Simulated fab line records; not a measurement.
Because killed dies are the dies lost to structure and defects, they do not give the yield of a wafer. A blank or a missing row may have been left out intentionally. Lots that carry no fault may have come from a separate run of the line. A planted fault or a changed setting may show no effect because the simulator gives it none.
fab line records | flow ritCmos
[record] lots = 14 wafers = 42 lastDay = 7
route steps=202 shown ACTIVE@2 NWELL@34 PLDD@120 NSD@137 M1@202
lots untouched by any fault: they come from a run of this same line in which no faults occurred
startH: the number of hours between the record's first day and the start of the first shown wafer of the lot | waitH: hours elapsed since this lot's preceding step | " repeats the value in the row above | L1.1+2: a single row standing in for several wafers | - no value, or no start given | * or withheld: withheld | < > ~ a bound
route shown NAME@n: a module of which the file shows steps, and the number in the route of the first | usual: mean and standard deviation over wafers with no fault | same: alike in all rows | chamber/n: place in a boat | sites: each site's reading | _std_site: how widely they spread, as a standard deviation | _edge_site: the outer-site mean with the inner-site mean subtracted | radiusMm: for every site, how far away it sits from the centre of the wafer | mask NAME#n: copy n | behind: the most recent tool/chamber to have shaped the wafer | hold: why the lot was held/for how many hours/how that ended | device: transistor that didn't switch, given as n, p or np | end of line: at the end of the route, the tests of the same wafers | where a step has no rows: the recipe by itself | killed: dies lost to structure and defects at the first sort, not the wafer's yield | map: dies across one wafer; x = killed, . = not, _ = none there
set.NAME: the setting the step ran with; set.NAME@STEP: the setting that earlier step ran with | model.NAME: the simulator's own value behind a step, which no gauge read
route steps across a sampled set of lots; one table per step, one row per wafer
services: from which hour (startH, from the record's first day; less than 0 if before it) a tool's chamber was out of use, for how many hours, and why
[[steps]]
[step RIT_ACTIVE_OXIDATION_01]
[recipe] tempC = 1007 ambient = O2 targetThkA = 468 oxTimeS = 3360
[usual] zonePowerSourcePct = 34.8/2.3
// columns lot.wafer tool chamber startH waitH zonePowerSourcePct
L611.1 furnace-04 0 11.74 1.7 38.6
L611.4 " 0 " " 38.5
L611.5 " 0 " " 38.9
L612.1 furnace-01 0 15.12 0.1 35.1
L612.3 " 0 " " 35.5
L612.6 " 0 " " 35.2
L614.2 furnace-01 0 25.30 0.3 35.5
L614.3 " 0 " " 35.2
L614.5 " 0 " " 35.6
L615.1 furnace-03 0 30.86 0.8 32.2
L615.5 " 0 " " 32.9
L615.6 " 0 " " 32.5
L617.1 furnace-03 0 41.50 1.5 32.7
L617.3 " 0 " " 32.8
L617.6 " 0 " " 32.4
L619.2 furnace-03 0 50.12 0.1 32.5
L619.4 " 0 " " 32.0
L619.5 " 0 " " 32.7
L620.1 furnace-03 0 55.41 0.4 32.8
L620.3 " 0 " " 33.3
L620.4 " 0 " " 32.4
L621.2 furnace-03 0 60.26 0.2 33.0
L621.3 " 0 " " 32.6
L621.4 " 0 " " 32.4
L623.3 furnace-01 0 71.17 1.1 35.6
L623.5 " 0 " " 36.4
L623.6 " 0 " " 34.7
L627.2 furnace-01 0 90.28 0.2 35.7
L627.3 " 0 " " 35.9
L627.4 " 0 " " 35.3
L628.3 furnace-01 0 95.12 0.1 35.0
L628.5 " 0 " " 35.6
L628.6 " 0 " " 35.9
L632.2 furnace-03 0 115.12 0.1 32.8
L632.5 " 0 " " 32.7
L632.6 " 0 " " 32.4
L633.1 furnace-03 0 122.22 2.2 32.1
L633.3 " 0 " " 32.5
L633.4 " 0 " " 32.2
L634.4 furnace-04 0 125.12 0.0 38.1
L634.5 " 0 " " 38.5
L634.6 " 0 " " 38.7
[step RIT_ACTIVE_THK_MEAS_02]
[recipe] reads = SiO2_of_ACTIVE_OXIDATION_01
[usual] ACTIVE_OXIDE_THK = 50.1/0.85
// columns lot.wafer tool chamber startH waitH ACTIVE_OXIDE_THK[nm]
L611.1 filmMetro-01 - 13.67 0.0 48.9
L611.4 " - " " 49.8
L611.5 " - " " 49.7
L612.1 filmMetro-03 - 17.05 0.0 49.5
L612.3 " - " " 49.5
L612.6 " - " " 50.1
L614.2 filmMetro-01 - 27.25 0.0 48.6
L614.3 " - " " 49.2
L614.5 " - " " 50.1
L615.1 filmMetro-01 - 32.79 0.0 51.3
L615.5 " - " " 50.8
L615.6 " - " " 51.4
L617.1 filmMetro-01 - 43.43 0.0 50.3
L617.3 " - " " 51.5
L617.6 " - " " 50.2
L619.2 filmMetro-01 - 52.06 0.0 50.2
L619.4 " - " " 50.3
L619.5 " - " " 49.3
L620.1 filmMetro-01 - 57.34 0.0 50.7
L620.3 " - " " 50.9
L620.4 " - " " 50.8
L621.2 filmMetro-04 - 62.21 0.0 49.7
L621.3 " - " " 49.5
L621.4 " - " " 49.2
L623.3 filmMetro-04 - 73.12 0.0 51.0
L623.5 " - " " 51.1
L623.6 " - " " 51.3
L627.2 filmMetro-04 - 92.22 0.0 32.0
L627.3 " - " " 31.4
L627.4 " - " " 32.0
L628.3 filmMetro-03 - 97.07 0.0 31.9
L628.5 " - " " 31.9
L628.6 " - " " 31.3
L632.2 filmMetro-01 - 117.06 0.0 50.3
L632.5 " - " " 50.8
L632.6 " - " " 51.8
L633.1 filmMetro-04 - 124.15 0.0 50.5
L633.3 " - " " 49.2
L633.4 " - " " 50.0
L634.4 filmMetro-04 - 127.08 0.0 50.3
L634.5 " - " " 49.7
L634.6 " - " " 49.3
[step RIT_NWELL_OVL_MEAS_06]
[usual] NWELL_OVL = 0.9/1.5
// columns lot.wafer tool chamber startH waitH NWELL_OVL[nm]
L611.1 overlay-01 - 22.56 - -2.2
L611.4 " - " " -2.4
L611.5 " - " " -3.4
L612.1 overlay-02 - 26.18 - 1.3
L612.3 " - " " 0.4
L612.6 " - " " 0.9
L614.2 overlay-01 - 37.14 - 0.8
L614.3 " - " " 0.2
L614.5 " - " " -0.3
L615.1 overlay-01 - 41.79 - 2.2
L615.5 " - " " 1.4
L615.6 " - " " 1.7
L617.1 overlay-02 - 51.87 - 0.9
L617.3 " - " " 1.0
L617.6 " - " " 0.4
L619.2 overlay-01 - 61.98 - -1.6
L619.4 " - " " 1.1
L619.5 " - " " 0.6
L620.1 overlay-01 - 68.10 - 2.8
L620.3 " - " " 2.2
L620.4 " - " " 2.2
L621.2 overlay-01 - 76.95 - -2.1
L621.3 " - " " -0.9
L621.4 " - " " -0.2
L623.3 overlay-01 - 81.45 - -0.1
L623.5 " - " " 2.6
L623.6 " - " " 0.2
L627.2 overlay-02 - 101.87 - 3.6
L627.3 " - " " 3.0
L627.4 " - " " 2.4
L628.3 overlay-02 - 108.20 - 1.8
L628.5 " - " " 1.0
L628.6 " - " " 2.2
L632.2 overlay-01 - 127.86 - -2.4
L632.5 " - " " -0.5
L632.6 " - " " -2.5
L633.1 overlay-01 - 132.53 - -0.2
L633.3 " - " " 1.2
L633.4 " - " " 0.9
L634.4 overlay-01 - 136.27 - 1.3
L634.5 " - " " 0.5
L634.6 " - " " -1.5
[step RIT_PLDD_OVL_MEAS_06]
[usual] PLDD_OVL = 0.0/1.2
// columns lot.wafer tool chamber startH waitH PLDD_OVL[nm]
L611.1 overlay-01 - 48.03 - 0.3
L611.4 " - " " 1.8
L611.5 " - " " 0.9
L612.1 overlay-02 - 48.29 - -0.9
L612.3 " - " " -1.2
L612.6 " - " " -1.4
L614.2 overlay-02 - 59.66 - 0.2
L614.3 " - " " -0.6
L614.5 " - " " 0.3
L615.1 overlay-01 - 64.68 - 0.7
L615.5 " - " " 0.3
L615.6 " - " " 0.0
L617.1 overlay-02 - 76.02 - -0.2
L617.3 " - " " -1.8
L617.6 " - " " -0.2
L619.2 overlay-02 - 87.02 - 0.8
L619.4 " - " " 0.6
L619.5 " - " " 1.6
L620.1 overlay-01 - 92.78 - 0.0
L620.3 " - " " 0.3
L620.4 " - " " 0.9
L621.2 overlay-02 - 101.04 - 1.8
L621.3 " - " " 2.6
L621.4 " - " " 2.7
L623.3 overlay-02 - 106.36 - 0.6
L623.5 " - " " -0.2
L623.6 " - " " -0.3
L627.2 overlay-02 - 124.68 - 1.3
L627.3 " - " " 2.7
L627.4 " - " " 1.1
L628.3 overlay-02 - 134.18 - 0.2
L628.5 " - " " -0.3
L628.6 " - " " 1.2
L632.2 overlay-02 - 152.85 - 0.8
L632.5 " - " " 0.3
L632.6 " - " " 0.6
L633.1 overlay-01 - 155.72 - -0.4
L633.3 " - " " -2.1
L633.4 " - " " -1.9
L634.4 overlay-02 - 161.14 - 0.5
L634.5 " - " " 0.5
L634.6 " - " " 1.5
[step RIT_NSD_OVL_MEAS_06]
[usual] NSD_OVL = -0.2/1.3
// columns lot.wafer tool chamber startH waitH NSD_OVL[nm]
L611.1 overlay-02 - 51.95 - -2.5
L611.4 " - " " -1.2
L611.5 " - " " -1.2
L612.1 overlay-02 - 54.35 - -1.0
L612.3 " - " " -0.9
L612.6 " - " " -0.9
L614.2 overlay-01 - 63.70 - -1.5
L614.3 " - " " -1.4
L614.5 " - " " -0.3
L615.1 overlay-02 - 69.55 - 1.3
L615.5 " - " " 0.6
L615.6 " - " " -0.3
L617.1 overlay-01 - 79.94 - 0.9
L617.3 " - " " 0.8
L617.6 " - " " 0.2
L619.2 overlay-01 - 91.08 - 1.3
L619.4 " - " " 0.9
L619.5 " - " " 0.3
L620.1 overlay-02 - 96.84 - 0.1
L620.3 " - " " 1.2
L620.4 " - " " 1.9
L621.2 overlay-01 - 105.10 - 0.2
L621.3 " - " " -1.3
L621.4 " - " " -2.3
L623.3 overlay-01 - 112.06 - -2.2
L623.5 " - " " -0.9
L623.6 " - " " 0.0
L627.2 overlay-02 - 128.92 - -1.5
L627.3 " - " " -2.3
L627.4 " - " " -2.0
L628.3 overlay-02 - 138.22 - -0.2
L628.5 " - " " 1.2
L628.6 " - " " -0.2
L632.2 overlay-01 - 157.88 - 1.3
L632.5 " - " " 2.2
L632.6 " - " " 0.6
L633.1 overlay-02 - 159.82 - -0.6
L633.3 " - " " -1.5
L633.4 " - " " -0.3
L634.4 overlay-02 - 165.28 - -1.6
L634.5 " - " " -2.2
L634.6 " - " " -2.7
[step RIT_M1_PROBE_99]
[usual] killed_at_M0_to_M3 = 0.0/0.14 killedAtContacts = 0.1/0.34 killedAtFrontEnd = 6.6/2.7 killedDies = 6.7/2.7 killedOpen = 3.5/1.9 killedShort = 3.1/1.8
[same] grossDies = 264 killed_at_M4_up = 0 killedAtBackSide = 0 killedAtOther = 0
// columns lot.wafer tool chamber startH waitH killed_at_M0_to_M3 killedAtContacts killedAtFrontEnd killedDies killedOpen killedShort
L627.2 prober-01 - 138.73 0.1 0 0 6 6 4 2
L627.3 prober-01 - 138.78 0.2 0 0 7 7 1 6
L627.4 prober-01 - 138.83 0.2 0 0 6 6 4 2
L632.2 prober-02 - 168.25 0.1 0 0 11 11 4 7
L632.5 prober-02 - 168.40 0.2 0 0 4 4 1 3
L632.6 prober-02 - 168.45 0.2 0 0 6 6 2 4
// killed by level:class
L627.2 GATE:geometricParticle:short=2 FOX2:geometricParticle:open=1 GATE:geometricParticle:open=1 SPACER:geometricParticle:open=1 SILICIDE:geometricParticle:open=1
L627.3 GATE:geometricParticle:short=4 GATE:geometricParticle:open=1 SPACER:geometricParticle:short=1 SILICIDE:geometricParticle:short=1
L627.4 FOX1:geometricParticle:open=2 GATE:geometricParticle:short=2 FOX2:geometricParticle:open=1 GATE:geometricParticle:open=1
L632.2 GATE:geometricParticle:short=2 GATE:geometricParticle:open=2 SPACER:geometricParticle:open=2 FOX1:geometricParticle:short=1 FOX2:geometricParticle:short=1 REOX:geometricParticle:short=1 SPACER:geometricParticle:short=1 SILICIDE:geometricParticle:short=1
L632.5 GATE:geometricParticle:short=2 FOX2:geometricParticle:short=1 GATE:geometricParticle:open=1
L632.6 GATE:geometricParticle:short=3 FOX2:geometricParticle:open=2 REOX:geometricParticle:short=1
[[services]]
// columns tool chamber startH hours kind
furnace-01 - 0.69 3.9 repair
furnace-04 - 32.49 3.5 pm
furnace-03 - 62.20 4.2 pm
[[key]]
[firstSign] step = RIT_ACTIVE_THK_MEAS_02 reading = ACTIVE_OXIDE_THK direction = down sigmas = 22 usual = 50.1 struck = 31.8
effect none on later readings
metAt RIT_ACTIVE_OXIDATION_01
struckLots L627,L628
testerLeftOut L627,L628
notActingAt RIT_NWELL_OVL_MEAS_06,RIT_PLDD_OVL_MEAS_06,RIT_NSD_OVL_MEAS_06
onsetBetween 71.17 90.28
[fault] kind = processParameterDrift tool = furnace-01 chamber = - onsetH = 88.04 steps = RIT_ACTIVE_OXIDATION_01 channel = oxTimeS offset = * shape = step endH = 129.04 actsIn = * stated = *
// testerLeftOut: of these lots the tester's yield and bins aren't shown, on N5 and GAA mostly nor the transistor test; their killed dies are dies lost to structure and defects alone, not to doping, threshold or leakage, so they don't give the yield
